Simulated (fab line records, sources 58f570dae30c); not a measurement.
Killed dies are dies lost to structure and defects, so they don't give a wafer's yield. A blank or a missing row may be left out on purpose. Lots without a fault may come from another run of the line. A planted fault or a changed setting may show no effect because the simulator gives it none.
One fault seen from 2 desks | flow berkeley_cmos170 | each desk has only its own numbers; what lay behind them comes last

THE TOOL OWNER'S DESK: furnace-02
The tool's own readings at UCB170_WELLDRIVE_OXIDATION_01 (target thk 199 nm, ox time 9000 s): means of the sampled wafers that have a number, for each lot that ran on this tool. A lot is out of limits, marked OUT, if its mean lies more than 4 standard deviations from the usual mean; the brackets give that distance.
Columns: A = zone_power_centre_pct at UCB170_WELLDRIVE_OXIDATION_01, usual 58 %
lot  | first seen here | A
L952 | day 3 13:15     | 54
L953 | day 3 13:15     | 54
L964 | day 6 11:28     | 55
L965 | day 6 11:28     | 54
This desk's finding: nothing out of limits on any of the 4 lots.

THE METROLOGY DESK
What the gauges read, lot by lot, whatever tool the lot ran on: means of the sampled wafers that have a number. A lot is out of limits, marked OUT, if its mean lies more than 4 standard deviations from the usual mean; the brackets give that distance.
Columns: A = PWELL_OVL at UCB170_PWELL_OVL_MEAS_13, usual -1 nm; B = WELLDRIVE_OXIDE_THK at UCB170_WELLDRIVE_THK_MEAS_02, usual 209 nm
lot  | first seen here | A  | B
L952 | day 3 01:08     | -4 | 207
L953 | day 3 07:22     | -2 | 206
L954 | day 3 20:57     | 5  | 204
L956 | day 4 04:09     | 4  | 205
L955 | day 4 04:29     | -6 | 205
L957 | day 4 04:37     | 1  | 215
L965 | day 6 02:01     | -8 | 163 (-11) OUT
L964 | day 6 02:16     | 10 | 157 (-13) OUT
L967 | day 6 12:13     | 3  | 203
L968 | day 6 17:10     | -3 | 208
L969 | day 6 17:30     | 2  | 205
L971 | day 7 08:43     | -3 | 211
L970 | day 7 08:58     | -6 | 216
L973 | day 7 19:52     | 3  | 214
This desk's finding: out of limits on L964, L965; first on L965, day 6 14:58 (WELLDRIVE_OXIDE_THK at UCB170_WELLDRIVE_THK_MEAS_02). In limits: L952, L953, L954, L956, L955, L957, L967, L968, L969, L971, L970, L973.

PUT TOGETHER
The metrology desk could have raised an alarm at day 6 14:58, on L964, L965.
The tool owner's desk saw nothing out of limits.
The tool owner's desk has L964, L965 on record, within its limits.
Of the lots named, all ran UCB170_WELLDRIVE_OXIDATION_01 on furnace-02.

WHAT THE SIMULATOR HAD PUT IN
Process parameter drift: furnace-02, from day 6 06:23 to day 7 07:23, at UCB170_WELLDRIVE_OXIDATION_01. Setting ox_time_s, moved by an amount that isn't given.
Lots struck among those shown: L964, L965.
Hours from the fault's start to each desk's first reading out of limits: the metrology desk, 9.
